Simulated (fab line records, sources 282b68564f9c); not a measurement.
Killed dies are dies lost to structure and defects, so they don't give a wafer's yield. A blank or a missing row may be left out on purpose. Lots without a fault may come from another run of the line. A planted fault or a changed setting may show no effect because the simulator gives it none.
A struck lot beside a sound one | flow rit_cmos | 44 steps out of a route of 202
Sound: wafers L323.3, L323.4, L323.5. Struck: wafers L326.1, L326.3, L326.4. The cause comes at the end.
At each step with rows: each side's tool, then ch and its chambers, then its first start. Under that, the readings that differ: sound wafers | struck wafers | difference of the means | sigmas: that difference in standard deviations of wafers without a fault.
alike: readings whose means differ by less than 2 such deviations, and words and numbers that are the same on both sides. not compared: withheld readings, readings that some wafer has no value for, bounds like >300 that may hide the same value, and numbers for which the record gives no deviation and whose values overlap.
The two part at a step that has a row with sigmas, a row that says differs or no value, or rows on one side only. Numbers that don't overlap but have no deviation are shown without sigmas and don't part them. A reading that every wafer of one side lacks parts them only if that side has two wafers or more.

first, 3 steps without rows for these wafers: RIT_REOX_CLEAN_01 (cleans in dHF, time 30 s); RIT_REOX_CLEAN_02 (cleans in SC2, time 600 s); RIT_REOX_OXIDATION_03 (target thk 25.2 nm, ox time 5580 s).
RIT_REOX_THK_MEAS_04:
  sound on film_metro-01, day 3 20:08; struck on film_metro-01, day 4 13:17
  alike: REOX_OXIDE_THK
then, 6 steps without rows for these wafers: RIT_NLDD_HMDS_00 (prime time 60 s); RIT_NLDD_COAT_01 (resist thk 1000 nm); RIT_NLDD_SOFTBAKE_02 (time 60 s); RIT_NLDD_EXPOSE_03 (exposes mask M7, target cd 40700 nm); RIT_NLDD_PEB_04; RIT_NLDD_DEVELOP_05 (develop time 50 s).
RIT_NLDD_OVL_MEAS_06:
  sound on overlay-01, day 3 21:10; struck on overlay-01, day 4 14:19
  alike: NLDD_OVL
then, 1 step without rows for these wafers: RIT_NLDD_HARDBAKE_07 (time 60 s).
RIT_NLDD_IMPLANT_08:
  sound on implanter-01 ch 0, day 3 21:23; struck on implanter-01 ch 0, day 4 14:31
  reading                   | sound                | struck               | difference | sigmas
  beam_energy_keV           | 19.998 20.000 20.004 | 13.993 13.989 13.997 | -6.008     | -99 or more
  model.implant.rp_nm (nm)  | 27.19 27.19 27.19    | 20.84 20.84 20.84    | -6.35      |
  model.implant.drp_nm (nm) | 12.97 12.97 12.97    | 10.46 10.46 10.46    | -2.51      |
RIT_NLDD_STRIP_09: strips in O2, time 180 s.
  sound on plasma_asher-01 ch 0,1, day 3 21:32; struck on plasma_asher-04 ch 0,1, day 4 14:40
  alike: drypump_motor_current_A
  not compared: rf_hours_counter_h
RIT_NLDD_TW_MEAS_10:
  sound on film_metro-02, day 3 21:41; struck on film_metro-03, day 4 14:50
  reading | sound          | struck         | difference | sigmas
  NLDD_TW | 2494 2486 2501 | 2237 2239 2238 | -256       | -20
then, 6 steps without rows for these wafers: RIT_PLDD_HMDS_00 (prime time 60 s); RIT_PLDD_COAT_01 (resist thk 1000 nm); RIT_PLDD_SOFTBAKE_02 (time 60 s); RIT_PLDD_EXPOSE_03 (exposes mask M8, target cd 40900 nm); RIT_PLDD_PEB_04; RIT_PLDD_DEVELOP_05 (develop time 50 s).
RIT_PLDD_OVL_MEAS_06:
  sound on overlay-01, day 3 22:43; struck on overlay-01, day 4 15:52
  alike: PLDD_OVL
then, 2 steps without rows for these wafers: RIT_PLDD_HARDBAKE_07 (time 60 s); RIT_PLDD_IMPLANT_08.
RIT_PLDD_STRIP_09: strips in O2, time 180 s.
  sound on plasma_asher-04 ch 0,1, day 3 23:05; struck on plasma_asher-04 ch 0,1, day 4 16:12
  alike: drypump_motor_current_A
  not compared: rf_hours_counter_h
RIT_PLDD_TW_MEAS_10:
  sound on film_metro-04, day 3 23:14; struck on film_metro-02, day 4 16:23
  alike: PLDD_TW
then, 4 steps without rows for these wafers: RIT_SPACER_CLEAN_00 (cleans in SC1, time 600 s); RIT_SPACER_CLEAN_01 (cleans in dHF, time 30 s); RIT_SPACER_CLEAN_02 (cleans in SC2, time 600 s); RIT_SPACER_CVD_03 (deposits Si3N4 from SiH2Cl2/NH3, target thk 250 nm, time 3300 s).
RIT_SPACER_THK_MEAS_04:
  sound on film_metro-04, day 4 01:36; struck on film_metro-02, day 4 20:22
  alike: SPACER_NITRIDE_THK
RIT_SPACER_ETCHBACK_05: etches Si3N4 in SF6/CHF3, stops on SiO2, target depth 250 nm, time 240 s.
  sound on rie_diel-04 ch 0,1,2, day 4 01:38; struck on rie_diel-01 ch 0,1,2, day 4 20:25
  alike: CHF3_flow_sccm, drypump_motor_current_A, oes_product_au, throttle_valve_pct
  not compared: rf_hours_counter_h
then, 6 steps without rows for these wafers: RIT_NSD_HMDS_00 (prime time 60 s); RIT_NSD_COAT_01 (resist thk 1000 nm); RIT_NSD_SOFTBAKE_02 (time 60 s); RIT_NSD_EXPOSE_03 (exposes mask M9, target cd 40700 nm); RIT_NSD_PEB_04; RIT_NSD_DEVELOP_05 (develop time 50 s).
RIT_NSD_OVL_MEAS_06:
  sound on overlay-02, day 4 03:01; struck on overlay-02, day 4 21:25
  alike: NSD_OVL
then, 2 steps without rows for these wafers: RIT_NSD_HARDBAKE_07 (time 60 s); RIT_NSD_IMPLANT_08.
RIT_NSD_STRIP_09: strips in O2, time 180 s.
  sound on plasma_asher-03 ch 0,1, day 4 03:34; struck on plasma_asher-01 ch 0,1, day 4 21:46
  alike: drypump_motor_current_A
  not compared: rf_hours_counter_h
RIT_SDANNEAL_RS_MEAS_07: measures by four-point-probe.
  sound on film_metro-03, day 4 06:17; struck on film_metro-02, day 5 00:22
  reading          | sound             | struck            | difference | sigmas
  NLDD_RS (ohm/sq) | 151.8 151.6 151.6 | 156.4 157.0 156.5 | +5.0       | +10
RIT_M1_PROBE_99:
  sound on prober-01, day 4 14:29; struck on prober-02, day 5 07:25
  reading                             | sound             | struck            | difference | sigmas
  model.etest.nmos_0p15.r_on_ohm_um   | 1177 1193 1171    | 1599 1504 1574    | +379       |
  model.etest.nmos_0p3.r_on_ohm_um    | 2222 2216 2192    | 2629 2527 2558    | +361       |
  model.etest.nldd.rs_ohm_sq          | 386.4 394.5 390.8 | 717.6 682.2 710   | +312.7     |
  model.etest.nmos_turned.drive_ua_um | 313.3 306.9 313.1 | 164 178.8 166.8   | -141       |
  model.etest.nmos_0p15.drive_ua_um   | 454.1 449.1 461.3 | 373.5 382.5 369.3 | -79.7      |
  model.etest.nldd.line_ohm_um        | 119 124.6 121.8   | 224.5 217.6 220.4 | +99.0      |
  model.etest.nmos_narrow.drive_ua_um | 226.1 229.2 229.3 | 205.5 202.5 204.8 | -23.9      |
  model.etest.nmos_0p3.drive_ua_um    | 219.9 223.5 225.4 | 204.5 205.2 205   | -18.0      |
  alike: killed_at_front_end, killed_dies, killed_open, killed_short

WHERE THEY PART
First at RIT_NLDD_IMPLANT_08; last, within this record, at RIT_SDANNEAL_RS_MEAS_07. Later steps at which nothing parts them and some readings are alike: RIT_M1_PROBE_99.

WHY: what the simulator had put in
Process parameter drift: implanter-01, from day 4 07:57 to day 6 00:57, at RIT_NLDD_IMPLANT_08. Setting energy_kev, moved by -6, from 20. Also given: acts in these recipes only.
